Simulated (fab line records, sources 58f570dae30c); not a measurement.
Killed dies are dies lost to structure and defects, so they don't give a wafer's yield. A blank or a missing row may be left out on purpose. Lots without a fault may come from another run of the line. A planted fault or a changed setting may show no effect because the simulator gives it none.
Problem report in the 8D (eight disciplines) form, filled by code | flow berkeley_cmos170 | the parts of the form that need people (team, actions taken, sign-off) are left out

1. THE PROBLEM
PLDD_OVL at UCB170_PLDD_OVL_MEAS_07 reads a mean of 206 nm on 6 wafers of 2 lots; wafers without a fault read -1 nm with a standard deviation of 5.8. That is +36 standard deviations from the usual mean.
First seen on wafer L210.1, day 7 21:12, on overlay-02. The record holds 42 wafers of 14 lots with a number at this step. Rule for "out", or "out of limits": more than 4 standard deviations from the usual mean. The other wafers with a number count as sound.

2. WHAT IT IS AND WHAT IT IS NOT
question                    | is                     | is not
which readings at this step | PLDD_OVL               | -
which lots                  | L210, L211             | L203, L204, L205, L206, L214, L219, L220, L221, L222, L223, L224, L226
which wafers of those lots  | all that have a number | -
read on which gauges        | overlay-01, overlay-02 | -
when                        | from day 7 21:12       | up to then (12 sound wafers); but 24 sound wafers of L214, L219, L220, L221, L222, L223, L224, L226 came after

3. SUSPECTS, AND WHAT RULES EACH OUT
Counting: a tool at a process step up to the reading stays a suspect if it ran every lot that is out and no sound lot after the first of them.
- the gauge at UCB170_PLDD_OVL_MEAS_07: ruled out. The wafers that are out were read on 2 gauges (overlay-01, overlay-02).
- krf_scanner-02 at UCB170_PLDD_EXPOSE_03 (exposes mask PSELECT, target cd 1200 nm): kept. It ran every lot that is out, first L210 (day 7 20:40), and no sound lot after that; its last sound lot up to then is L206 (day 7 07:34).
Left after counting: krf_scanner-02 at UCB170_PLDD_EXPOSE_03.

4. THE CAUSE (what the simulator had put in)
Scanner matching overlay: krf_scanner-02, from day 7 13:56 on, at UCB170_PLDD_EXPOSE_03. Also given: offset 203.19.
Counting left only this tool.

5. THE CHAIN OF EFFECTS, in route order
Each row: a reading whose mean over the struck wafers that have a number lies more than 3 standard deviations from the usual. Only readings for which the record gives a usual standard deviation are gone through. hours: the time from each lot's start at the first step in this table that gives one to its start at this step, as a median over the lots. sigmas: the change in usual standard deviations.
hours | step                    | reading  | usual | on struck wafers | change | sigmas
0     | UCB170_PLDD_OVL_MEAS_07 | PLDD_OVL | -1 nm | 206              | +207   | +36

6. WHAT WOULD HAVE CAUGHT IT SOONER
In this record the first reading out of limits at a measuring or inspecting step was taken at day 7 21:12, 7 hours after the fault began at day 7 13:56.
Of the lots that are out (2), L211 began UCB170_PLDD_EXPOSE_03 on krf_scanner-02 after day 7 21:12. A hold on the tool at that time would have spared it.
